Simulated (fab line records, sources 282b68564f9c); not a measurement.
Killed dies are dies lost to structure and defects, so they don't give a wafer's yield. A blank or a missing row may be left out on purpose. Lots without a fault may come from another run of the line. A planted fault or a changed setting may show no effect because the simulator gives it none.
One fault seen from 2 desks | flow rit_cmos | each desk has only its own numbers; what lay behind them comes last

THE METROLOGY DESK
What the gauges read, lot by lot, whatever tool the lot ran on: means of the sampled wafers that have a number. A lot is out of limits, marked OUT, if its mean lies more than 4 standard deviations from the usual mean; the brackets give that distance.
Columns: A = cd_nm at RIT_ACTIVE_CD_MEAS_11, usual 1399.0 nm; B = NRETRO_OVL at RIT_NRETRO_OVL_MEAS_06, usual 0.6 nm; C = GATE_POLY_THK at RIT_GATE_THK_MEAS_09, usual 250.6 nm
lot  | first seen here | A      | B    | C
L408 | day 1 20:09     | 1397.7 | 1.3  | 253.8
L409 | day 2 00:26     | 1397.5 | -1.1 | 249.7
L410 | day 2 05:47     | 1396.3 | 1.0  | 250.3
L411 | day 2 10:28     | 1400.4 | 1.6  | 249.8
L412 | day 2 16:12     | 1396.6 | -0.6 | 249.8
L415 | day 3 06:41     | 1397.3 | 0.6  | 223.9 (-13) OUT
L416 | day 3 11:31     | 1397.3 | 1.4  | 222.5 (-13) OUT
L422 | day 4 17:28     | 1399.3 | 1.0  | 251.5
L423 | day 4 22:34     | 1399.4 | 1.1  | 251.9
L424 | day 5 03:35     | 1402.4 | -0.1 | 248.8
L425 | day 5 08:58     | 1402.2 | 1.1  | 251.4
L427 | day 5 18:26     | 1404.4 | 1.0  | 248.4
L428 | day 5 23:35     | 1402.5 | 0.0  | 250.4
L430 | day 6 09:26     | 1402.2 | 0.0  | 247.6
This desk's finding: out of limits on L415, L416; first on L415, day 4 03:04 (GATE_POLY_THK at RIT_GATE_THK_MEAS_09). In limits: L408, L409, L410, L411, L412, L422, L423, L424, L425, L427, L428, L430.

THE TOOL OWNER'S DESK: lpcvd-01
The tool's own readings at RIT_GATE_CVD_08 (deposits poly-Si from SiH4, target thk 250 nm, time 2220 s): means of the sampled wafers that have a number, for each lot that ran on this tool. A lot is out of limits, marked OUT, if its mean lies more than 4 standard deviations from the usual mean; the brackets give that distance.
Columns: A = spike_tc_load_C at RIT_GATE_CVD_08, usual 630.4 C
lot  | first seen here | A
L409 | day 2 19:26     | 631.2
L412 | day 3 11:57     | 630.8
L415 | day 4 01:26     | 630.8
L416 | day 4 10:04     | 630.9
L430 | day 7 04:35     | 630.9
This desk's finding: nothing out of limits on any of the 5 lots.

PUT TOGETHER
The metrology desk could have raised an alarm at day 4 03:04, on L415, L416.
The tool owner's desk saw nothing out of limits.
The tool owner's desk has L415, L416 on record, within its limits.
Of the lots named, all ran RIT_GATE_CVD_08 on lpcvd-01.

WHAT THE SIMULATOR HAD PUT IN
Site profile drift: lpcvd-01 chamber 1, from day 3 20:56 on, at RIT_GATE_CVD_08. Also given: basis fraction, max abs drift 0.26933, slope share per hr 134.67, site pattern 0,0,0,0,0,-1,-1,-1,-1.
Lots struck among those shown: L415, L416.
Hours from the fault's start to each desk's first reading out of limits: the metrology desk, 6.
